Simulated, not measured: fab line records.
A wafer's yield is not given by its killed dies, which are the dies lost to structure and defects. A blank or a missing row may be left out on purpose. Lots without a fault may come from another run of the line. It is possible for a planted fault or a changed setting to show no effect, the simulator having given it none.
What tool caused it? + flow rit-cmos + 14 lots with 42 wafers sampled at 2 steps, on a route of 202 steps

## WHAT THE GAUGES SHOWED, per wafer
RIT_ACTIVE_THK_MEAS_04. Usual: ACTIVE_NITRIDE_THK typically reads 149.7 nm, with standard deviation 1.6.
| lot  | measured    | on            | ACTIVE_NITRIDE_THK (nm) | flag |
|------|-------------|---------------|-------------------------|------|
| L395 | day 1 13:32 | film-metro-03 | 152.6 154.2 151.8       |      |
| L396 | day 1 19:14 | film-metro-01 | 151.5 150.6 151.2       |      |
| L397 | day 1 23:33 | film-metro-03 | 151.4 151.0 150.8       |      |
| L398 | day 2 04:32 | film-metro-01 | 152.4 151.5 152.0       |      |
| L399 | day 2 09:32 | film-metro-03 | 151.4 151.6 150.3       |      |
| L400 | day 2 14:32 | film-metro-01 | 149.4 148.5 148.7       |      |
| L404 | day 3 10:32 | film-metro-01 | 150.4 151.1 149.6       |      |
| L405 | day 3 15:32 | film-metro-01 | 148.4 148.0 147.7       |      |
| L406 | day 3 22:29 | film-metro-02 | 150.6 151.1 149.8       |      |
| L407 | day 4 02:49 | film-metro-02 | 150.1 151.2 149.6       |      |
| L408 | day 4 07:23 | film-metro-02 | 146.2 148.0 149.1       |      |
| L411 | day 4 21:32 | film-metro-02 | 152.1 153.4 151.6       |      |
| L412 | day 5 02:32 | film-metro-01 | 184.0 185.5 185.6       | OFF  |
| L413 | day 5 07:32 | film-metro-03 | 183.2 182.4 181.8       | OFF  |

## TOOL THAT RAN EACH LOT (tool first, then ch and the chambers of the sampled wafers, then the start)
| lot  | RIT_ACTIVE_CVD_03          |
|------|----------------------------|
| L395 | lpcvd-01 ch 1, day 1 12:07 |
| L396 | lpcvd-02 ch 0, day 1 17:07 |
| L397 | lpcvd-01 ch 1, day 1 22:07 |
| L398 | lpcvd-02 ch 0, day 2 03:07 |
| L399 | lpcvd-02 ch 1, day 2 08:07 |
| L400 | lpcvd-01 ch 1, day 2 13:07 |
| L404 | lpcvd-02 ch 0, day 3 09:07 |
| L405 | lpcvd-02 ch 1, day 3 14:07 |
| L406 | lpcvd-01 ch 1, day 3 20:21 |
| L407 | lpcvd-02 ch 1, day 4 01:23 |
| L408 | lpcvd-01 ch 0, day 4 05:58 |
| L411 | lpcvd-02 ch 1, day 4 20:07 |
| L412 | lpcvd-01 ch 1, day 5 01:07 |
| L413 | lpcvd-01 ch 1, day 5 06:07 |
- RIT_ACTIVE_CVD_03: deposits Si3N4 from SiH2Cl2/NH3, target thk 150 nm, time 1500 s.

## WHAT THE TOOLS THEMSELVES READ (means of the sampled wafers that have a number; where no wafer has one, the mark that the record gives instead)
RIT_ACTIVE_CVD_03. Usual: spike-tc-centre-C 812.8 C, standard deviation 1; spike-tc-load-C 836 C, standard deviation 3.7; spike-tc-source-C 836 C, standard deviation 4.1.
| lot  | tool     | spike-tc-centre-C (C) | spike-tc-load-C (C) | spike-tc-source-C (C) | flag |
|------|----------|-----------------------|---------------------|-----------------------|------|
| L395 | lpcvd-01 | 812.4                 | 838                 | 834                   |      |
| L396 | lpcvd-02 | 811.6                 | 836                 | 831                   |      |
| L397 | lpcvd-01 | 812.8                 | 839                 | 833                   |      |
| L398 | lpcvd-02 | 812.2                 | 836                 | 831                   |      |
| L399 | lpcvd-02 | 813.6                 | 833                 | 843                   |      |
| L400 | lpcvd-01 | 812.4                 | 839                 | 834                   |      |
| L404 | lpcvd-02 | 813.0                 | 836                 | 831                   |      |
| L405 | lpcvd-02 | 814.1                 | 833                 | 843                   |      |
| L406 | lpcvd-01 | 813.0                 | 840                 | 835                   |      |
| L407 | lpcvd-02 | 813.0                 | 832                 | 841                   |      |
| L408 | lpcvd-01 | 813.1                 | 830                 | 834                   |      |
| L411 | lpcvd-02 | 813.5                 | 832                 | 842                   |      |
| L412 | lpcvd-01 | 824.1                 | 852                 | 846                   | OFF  |
| L413 | lpcvd-01 | 824.5                 | 852                 | 846                   | OFF  |

## THE ANSWER, worked out from the rows above alone
Rule: take the mean of a lot's wafers that have a number; if it is more than 3 standard deviations from the usual mean, the lot is off. Also off: a lot with no number at a reading for which 4 or more lots have one. The other lots that the step has rows for count as sound. Order of review: gauges by route order, followed by the tools' own readings, for which a lot's mean as printed above is used. The first step at which some lot is off is used, and at that step the reading that is off furthest; a lot without a number counts as furthest.
Off: L412, L413, at RIT_ACTIVE_THK_MEAS_04 (ACTIVE_NITRIDE_THK).
If a tool, at a process step before that reading, ran all the lots that are off and no sound lot after the first of them, it fits. The gauges at RIT_ACTIVE_THK_MEAS_04 aren't tried: what is off there is off at RIT_ACTIVE_CVD_03 too, on other tools, and a gauge's error can't cause that. One fits: RIT_ACTIVE_CVD_03 on lpcvd-01. A fault onset in the window from L408 (day 4 05:58, its last sound lot) to L412 (day 5 01:07, its first lot off) fits.
The tool's own readings at RIT_ACTIVE_CVD_03 bear it out: on the lots that are off they differ by more than 5 times the standard deviation of the sound lots' means. spike-tc-centre-C reads 824.3 C there against 812.9 C on the sound lots; spike-tc-load-C reads 852 C there against 835 C on the sound lots.

## WHAT HAD BEEN PUT IN BY THE SIMULATOR
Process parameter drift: lpcvd-01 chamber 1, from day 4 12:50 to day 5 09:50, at RIT_ACTIVE_CVD_03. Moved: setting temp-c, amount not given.
Lots struck among those shown: L412, L413. This agrees with what the rule above found.
